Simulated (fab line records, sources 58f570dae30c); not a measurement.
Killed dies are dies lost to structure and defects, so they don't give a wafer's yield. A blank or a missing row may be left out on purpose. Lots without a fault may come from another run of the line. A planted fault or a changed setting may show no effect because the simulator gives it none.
Which tool did it? | flow berkeley_cmos170 | 24 lots, 72 wafers sampled, at 6 steps of a route of 331

WHAT THE GAUGES READ, wafer by wafer
UCB170_START_BOW_MEAS_00. Usual: INCOMING_BOW 0 um, standard deviation 5.9.
lot  | measured    | on            | INCOMING_BOW (um) | flag
L074 | day 1 10:10 | film_metro-02 | 12 0 4            |
L075 | day 1 15:02 | film_metro-03 | 10 -1 -11         |
L076 | day 1 20:00 | film_metro-03 | -12 1 2           |
L077 | day 2 01:02 | film_metro-04 | 10 -3 -7          |
L078 | day 2 06:01 | film_metro-03 | 1 -11 -1          |
L079 | day 2 11:00 | film_metro-02 | 1 5 -5            |
L080 | day 2 16:02 | film_metro-04 | 7 3 -2            |
L081 | day 2 21:02 | film_metro-04 | -2 8 5            |
L082 | day 3 02:02 | film_metro-04 | 6 -2 8            |
L083 | day 3 07:02 | film_metro-02 | 4 2 3             |
L084 | day 3 12:01 | film_metro-03 | -4 4 -10          |
L085 | day 3 17:01 | film_metro-04 | -3 5 -2           |
L086 | day 3 22:00 | film_metro-04 | -2 3 -2           |
L087 | day 4 03:01 | film_metro-04 | 5 -1 0            |
L088 | day 4 08:01 | film_metro-03 | 2 -1 6            |
L089 | day 4 13:01 | film_metro-04 | -4 -3 6           |
L090 | day 4 18:01 | film_metro-04 | 3 2 15            |
L091 | day 4 23:02 | film_metro-03 | 1 7 2             |
L092 | day 5 04:03 | film_metro-04 | -8 -10 7          |
L093 | day 5 09:00 | film_metro-03 | -4 7 -4           |
L094 | day 5 14:00 | film_metro-02 | -1 0 8            |
L095 | day 5 19:00 | film_metro-03 | -2 7 -1           |
L096 | day 6 00:02 | film_metro-03 | 4 -2 10           |
L097 | day 6 05:01 | film_metro-02 | 0 -4 4            |

UCB170_PWELL_TW_MEAS_17. Usual: PWELL_TW 377, standard deviation 3.1.
lot  | measured    | on            | PWELL_TW    | flag
L074 | day 3 08:44 | film_metro-01 | 378 377 378 |
L075 | day 3 16:21 | film_metro-03 | 381 380 380 |
L076 | day 3 16:35 | film_metro-01 | 378 378 376 |
L077 | day 4 03:13 | film_metro-02 | 376 375 376 |
L078 | day 4 03:00 | film_metro-01 | 371 373 373 |
L079 | day 4 11:25 | film_metro-01 | 374 372 374 |
L080 | day 4 11:43 | film_metro-02 | 376 376 375 |
L081 | day 4 20:53 | film_metro-02 | 376 376 375 |
L082 | day 4 21:05 | film_metro-02 | 375 377 374 |
L083 | day 5 06:34 | film_metro-03 | 380 381 381 |
L084 | day 5 06:18 | film_metro-03 | 379 378 380 |
L085 | day 5 16:53 | film_metro-01 | 374 373 375 |
L086 | day 5 16:33 | film_metro-03 | 379 383 383 |
L087 | day 6 07:15 | film_metro-01 | 370 369 370 |
L088 | day 6 07:30 | film_metro-03 | 378 378 379 |
L089 | day 6 21:08 | film_metro-02 | 372 375 371 |
L090 | day 7 01:09 | film_metro-03 | 377 380 379 |
L091 | day 7 08:58 | film_metro-03 | 379 379 381 |
L092 | day 7 09:13 | film_metro-03 | 380 378 382 |
L093 | day 7 17:56 | film_metro-02 | 376 374 374 |
L094 | day 7 17:41 | film_metro-01 | 375 374 377 |
L095 | day 8 03:01 | film_metro-02 | 375 374 373 |
L096 | day 8 02:48 | film_metro-02 | 376 376 376 |
L097 | day 8 10:39 | film_metro-02 | 376 376 377 |

UCB170_V1_BOW_MEAS_03. Usual: V1_BOW 18 um, standard deviation 6.1.
lot  | measured     | on            | V1_BOW (um) | flag
L074 | day 8 22:21  | film_metro-03 | 25 14 19    |
L075 | day 8 21:00  | film_metro-04 | 27 16 5     |
L076 | day 8 22:35  | film_metro-03 | 5 17 19     |
L077 | day 9 04:53  | film_metro-03 | 30 17 14    |
L078 | day 9 03:32  | film_metro-04 | 19 9 17     |
L079 | day 9 22:03  | film_metro-03 | 19 22 13    |
L080 | day 9 23:25  | film_metro-04 | 24 19 16    |
L081 | day 10 12:14 | film_metro-01 | 18 26 22    |
L082 | day 10 10:54 | film_metro-03 | 24 16 26    |
L083 | day 11 02:31 | film_metro-03 | 20 17 20    |
L084 | day 11 02:29 | film_metro-01 | 17 25 12    |
L085 | day 11 03:50 | film_metro-03 | 14 21 15    |
L086 | day 11 03:49 | film_metro-01 | 19 26 19    |
L087 | day 11 12:41 | film_metro-01 | 26 19 21    |
L088 | day 11 11:20 | film_metro-03 | 20 18 24    |
L089 | day 11 19:49 | film_metro-01 | 17 18 26    |
L090 | day 11 21:09 | film_metro-01 | 20 18 33    |
L091 | day 12 14:25 | film_metro-03 | 23 29 25    |
L092 | day 12 13:05 | film_metro-04 | 11 9 26     |
L093 | day 13 00:13 | film_metro-04 | 14 24 15    |
L094 | day 12 22:23 | film_metro-04 | 18 20 27    |
L095 | day 13 01:28 | film_metro-01 | 17 26 17    |
L096 | day 12 20:42 | film_metro-04 | 25 21 32    |
L097 | day 13 06:54 | film_metro-04 | 17 14 22    |

WHICH TOOL RAN EACH LOT (tool, then ch and the chambers of the sampled wafers, then the start)
lot  | UCB170_ZERO_ETCH_06               | UCB170_ZERO_STRIP_07                | UCB170_PVT_STRIP_08
L074 | rie_diel-02 ch 1,2,3, day 2 00:32 | plasma_asher-04 ch 0,1, day 2 00:35 | plasma_asher-01 ch 0,1, day 6 21:20
L075 | rie_diel-02 ch 1,2, day 2 07:31   | plasma_asher-02 ch 0,1, day 2 07:34 | plasma_asher-04 ch 0,1, day 6 20:58
L076 | rie_diel-04 ch 0,2, day 2 07:56   | plasma_asher-02 ch 0,1, day 2 07:57 | plasma_asher-03 ch 0,1, day 6 20:36
L077 | rie_diel-03 ch 1,2,3, day 2 14:24 | plasma_asher-04 ch 0,1, day 2 14:28 | plasma_asher-04 ch 0,1, day 7 12:31
L078 | rie_diel-04 ch 0,1,3, day 2 14:06 | plasma_asher-01 ch 0,1, day 2 14:07 | plasma_asher-03 ch 0,1, day 7 12:46
L079 | rie_diel-03 ch 0,2, day 2 23:51   | plasma_asher-04 ch 0, day 2 23:52   | plasma_asher-03 ch 0,1, day 7 23:46
L080 | rie_diel-04 ch 0,2,3, day 3 00:05 | plasma_asher-02 ch 0,1, day 3 00:09 | plasma_asher-01 ch 0,1, day 7 23:41
L081 | rie_diel-04 ch 1,2,3, day 3 10:59 | plasma_asher-01 ch 0,1, day 3 11:03 | plasma_asher-03 ch 0,1, day 8 12:25
L082 | rie_diel-02 ch 0,1,3, day 3 11:25 | plasma_asher-01 ch 0,1, day 3 11:29 | plasma_asher-01 ch 0,1, day 8 12:39
L083 | rie_diel-04 ch 0,1,2, day 3 18:34 | plasma_asher-02 ch 0,1, day 3 18:38 | plasma_asher-04 ch 0,1, day 8 21:53
L084 | rie_diel-04 ch 0,1, day 4 00:35   | plasma_asher-01 ch 0,1, day 4 00:36 | plasma_asher-01 ch 0,1, day 8 21:31
L085 | rie_diel-02 ch 0,1, day 4 06:10   | plasma_asher-04 ch 1, day 4 06:11   | plasma_asher-01 ch 0,1, day 9 08:28
L086 | rie_diel-03 ch 0,1, day 4 06:04   | plasma_asher-02 ch 0,1, day 4 06:05 | plasma_asher-01 ch 0,1, day 9 08:35
L087 | rie_diel-04 ch 1,2,3, day 4 12:15 | plasma_asher-04 ch 0,1, day 4 12:16 | plasma_asher-01 ch 1, day 9 15:45
L088 | rie_diel-04 ch 1,2,3, day 4 19:52 | plasma_asher-01 ch 0,1, day 4 19:53 | plasma_asher-04 ch 0,1, day 9 17:59
L089 | rie_diel-03 ch 0,1,3, day 5 01:20 | plasma_asher-04 ch 0,1, day 5 01:22 | plasma_asher-04 ch 0,1, day 10 00:45
L090 | rie_diel-02 ch 1,2,3, day 5 06:58 | plasma_asher-04 ch 0,1, day 5 06:59 | plasma_asher-03 ch 0,1, day 10 01:01
L091 | rie_diel-02 ch 0,2, day 5 16:11   | plasma_asher-02 ch 0,1, day 5 16:14 | plasma_asher-03 ch 0,1, day 10 23:41
L092 | rie_diel-02 ch 0,1,2, day 5 16:38 | plasma_asher-01 ch 0,1, day 5 16:42 | plasma_asher-04 ch 0,1, day 10 23:45
L093 | rie_diel-03 ch 1,3, day 6 02:02   | plasma_asher-04 ch 0,1, day 6 02:03 | plasma_asher-03 ch 0,1, day 11 04:01
L094 | rie_diel-02 ch 0,1,2, day 6 02:04 | plasma_asher-01 ch 0,1, day 6 02:05 | plasma_asher-01 ch 0,1, day 11 04:12
L095 | rie_diel-04 ch 1,3, day 6 15:14   | plasma_asher-01 ch 0,1, day 6 15:16 | plasma_asher-03 ch 0,1, day 11 04:19
L096 | rie_diel-03 ch 0,1,2, day 6 14:55 | plasma_asher-02 ch 0,1, day 6 14:58 | plasma_asher-01 ch 0,1, day 11 04:31
L097 | rie_diel-04 ch 0,2,3, day 6 20:02 | plasma_asher-01 ch 0,1, day 6 20:03 | plasma_asher-03 ch 1, day 11 14:30
- UCB170_ZERO_ETCH_06: etches SiO2 in CHF3/CF4/Ar, time 12 s.
- UCB170_ZERO_STRIP_07: strips in O2.
- UCB170_PVT_STRIP_08: strips in O2.

WHAT THE TOOLS THEMSELVES READ (means of the sampled wafers that have a number; where no wafer has one, the mark that the record gives instead)
UCB170_ZERO_ETCH_06. Usual: drypump_motor_current_A 5.9 A, standard deviation 0.34; oes_product_au 0.616 a.u., standard deviation 0.0077; throttle_valve_pct 9.27 %, standard deviation 0.16.
lot  | tool        | drypump_motor_current_A (A) | oes_product_au (a.u.) | throttle_valve_pct (%) | flag
L074 | rie_diel-02 | 6.3                         | 0.613                 | 9.35                   |
L075 | rie_diel-02 | 6.1                         | 0.625                 | 9.26                   |
L076 | rie_diel-04 | 5.8                         | 0.620                 | 9.09                   |
L077 | rie_diel-03 | 6.0                         | 0.617                 | 9.29                   |
L078 | rie_diel-04 | 5.9                         | 0.616                 | 9.22                   |
L079 | rie_diel-03 | 5.6                         | 0.628                 | 9.29                   |
L080 | rie_diel-04 | 5.8                         | 0.620                 | 9.24                   |
L081 | rie_diel-04 | 5.7                         | 0.613                 | 9.29                   |
L082 | rie_diel-02 | 6.0                         | 0.614                 | 9.22                   |
L083 | rie_diel-04 | 5.7                         | 0.612                 | 9.16                   |
L084 | rie_diel-04 | 5.8                         | 0.610                 | 9.14                   |
L085 | rie_diel-02 | 5.8                         | 0.609                 | 9.17                   |
L086 | rie_diel-03 | 5.7                         | 0.622                 | 9.15                   |
L087 | rie_diel-04 | 5.7                         | 0.613                 | 9.30                   |
L088 | rie_diel-04 | 5.8                         | 0.610                 | 9.30                   |
L089 | rie_diel-03 | 5.6                         | 0.624                 | 9.24                   |
L090 | rie_diel-02 | 6.3                         | 0.614                 | 9.34                   |
L091 | rie_diel-02 | 6.2                         | 0.620                 | 9.43                   |
L092 | rie_diel-02 | 6.0                         | 0.615                 | 9.29                   |
L093 | rie_diel-03 | 5.9                         | 0.617                 | 9.20                   |
L094 | rie_diel-02 | 6.1                         | 0.619                 | 9.29                   |
L095 | rie_diel-04 | 5.8                         | 0.608                 | 9.28                   |
L096 | rie_diel-03 | 5.9                         | 0.627                 | 9.24                   |
L097 | rie_diel-04 | 5.8                         | 0.621                 | 9.23                   |

UCB170_ZERO_STRIP_07. Usual: drypump_motor_current_A 5.9 A, standard deviation 0.37; oes_product_au 0.727 a.u., standard deviation 0.0045; strip_time_to_endpoint_s 21.48 s, standard deviation 0.062.
lot  | tool            | drypump_motor_current_A (A) | oes_product_au (a.u.) | strip_time_to_endpoint_s (s) | flag
L074 | plasma_asher-04 | 5.7                         | 0.731                 | 21.52                        |
L075 | plasma_asher-02 | 6.0                         | 0.730                 | 21.46                        |
L076 | plasma_asher-02 | 5.9                         | 0.725                 | 21.45                        |
L077 | plasma_asher-04 | 5.6                         | 0.728                 | 21.42                        |
L078 | plasma_asher-01 | 6.3                         | 0.728                 | 21.53                        |
L079 | plasma_asher-04 | 5.9                         | 0.732                 | 21.55                        |
L080 | plasma_asher-02 | 5.9                         | 0.726                 | 21.41                        |
L081 | plasma_asher-01 | 6.2                         | 0.722                 | 21.41                        |
L082 | plasma_asher-01 | 6.2                         | 0.728                 | 21.44                        |
L083 | plasma_asher-02 | 5.9                         | 0.725                 | 21.46                        |
L084 | plasma_asher-01 | 6.2                         | 0.727                 | 21.45                        |
L085 | plasma_asher-04 | 5.2                         | 0.729                 | 21.48                        |
L086 | plasma_asher-02 | 6.0                         | 0.723                 | 21.42                        |
L087 | plasma_asher-04 | 5.7                         | 0.728                 | 21.63                        |
L088 | plasma_asher-01 | 6.2                         | 0.729                 | 21.55                        |
L089 | plasma_asher-04 | 5.7                         | 0.732                 | 21.41                        |
L090 | plasma_asher-04 | 5.7                         | 0.731                 | 21.46                        |
L091 | plasma_asher-02 | 6.0                         | 0.726                 | 21.49                        |
L092 | plasma_asher-01 | 6.2                         | 0.730                 | 21.43                        |
L093 | plasma_asher-04 | 5.7                         | 0.727                 | 21.49                        |
L094 | plasma_asher-01 | 6.2                         | 0.723                 | 21.43                        |
L095 | plasma_asher-01 | 6.3                         | 0.729                 | 21.44                        |
L096 | plasma_asher-02 | 5.9                         | 0.727                 | 21.51                        |
L097 | plasma_asher-01 | 6.2                         | 0.728                 | 21.48                        |

UCB170_PVT_STRIP_08. Usual: drypump_motor_current_A 5.8 A, standard deviation 0.39; oes_product_au 0.735 a.u., standard deviation 0.0047; strip_time_to_endpoint_s 21.63 s, standard deviation 0.054.
lot  | tool            | drypump_motor_current_A (A) | oes_product_au (a.u.) | strip_time_to_endpoint_s (s) | flag
L074 | plasma_asher-01 | 6.2                         | 0.737                 | 21.56                        |
L075 | plasma_asher-04 | 5.7                         | 0.734                 | 21.71                        |
L076 | plasma_asher-03 | 5.5                         | 0.736                 | 21.58                        |
L077 | plasma_asher-04 | 5.4                         | 0.737                 | 21.64                        |
L078 | plasma_asher-03 | 5.5                         | 0.738                 | 21.58                        |
L079 | plasma_asher-03 | 5.5                         | 0.736                 | 21.64                        |
L080 | plasma_asher-01 | 6.3                         | 0.733                 | 21.69                        |
L081 | plasma_asher-03 | 5.5                         | 0.730                 | 21.65                        |
L082 | plasma_asher-01 | 6.3                         | 0.736                 | 21.65                        |
L083 | plasma_asher-04 | 5.4                         | 0.735                 | 21.65                        |
L084 | plasma_asher-01 | 6.3                         | 0.735                 | 21.56                        |
L085 | plasma_asher-01 | 6.2                         | 0.731                 | 21.61                        |
L086 | plasma_asher-01 | 6.3                         | 0.738                 | 21.66                        |
L087 | plasma_asher-01 | 6.2                         | 0.732                 | 21.60                        |
L088 | plasma_asher-04 | 5.7                         | 0.733                 | 21.57                        |
L089 | plasma_asher-04 | 5.4                         | 0.729                 | 21.70                        |
L090 | plasma_asher-03 | 5.5                         | 0.736                 | 21.60                        |
L091 | plasma_asher-03 | 5.5                         | 0.733                 | 21.64                        |
L092 | plasma_asher-04 | 5.7                         | 0.734                 | 21.57                        |
L093 | plasma_asher-03 | 5.5                         | 0.736                 | 21.71                        |
L094 | plasma_asher-01 | 6.2                         | 0.733                 | 21.66                        |
L095 | plasma_asher-03 | 5.5                         | 0.730                 | 21.61                        |
L096 | plasma_asher-01 | 6.2                         | 0.736                 | 21.67                        |
L097 | plasma_asher-03 | 5.6                         | 0.729                 | 21.64                        |

THE ANSWER, worked out from the rows above alone
Rule: a lot is off if the mean of its wafers that have a number lies more than 3 standard deviations from the usual mean. A lot without any number at a reading at which 4 lots or more have one is off too. The other lots that the step has rows for count as sound. The gauges are gone through in route order, then the tools' own readings, and for those a lot's mean is taken as printed above. The first step at which some lot is off is used, and at that step the reading that is off furthest; a lot without a number counts as furthest.
No lot is off at any reading shown: from this, nothing can be told.

WHAT THE SIMULATOR HAD PUT IN
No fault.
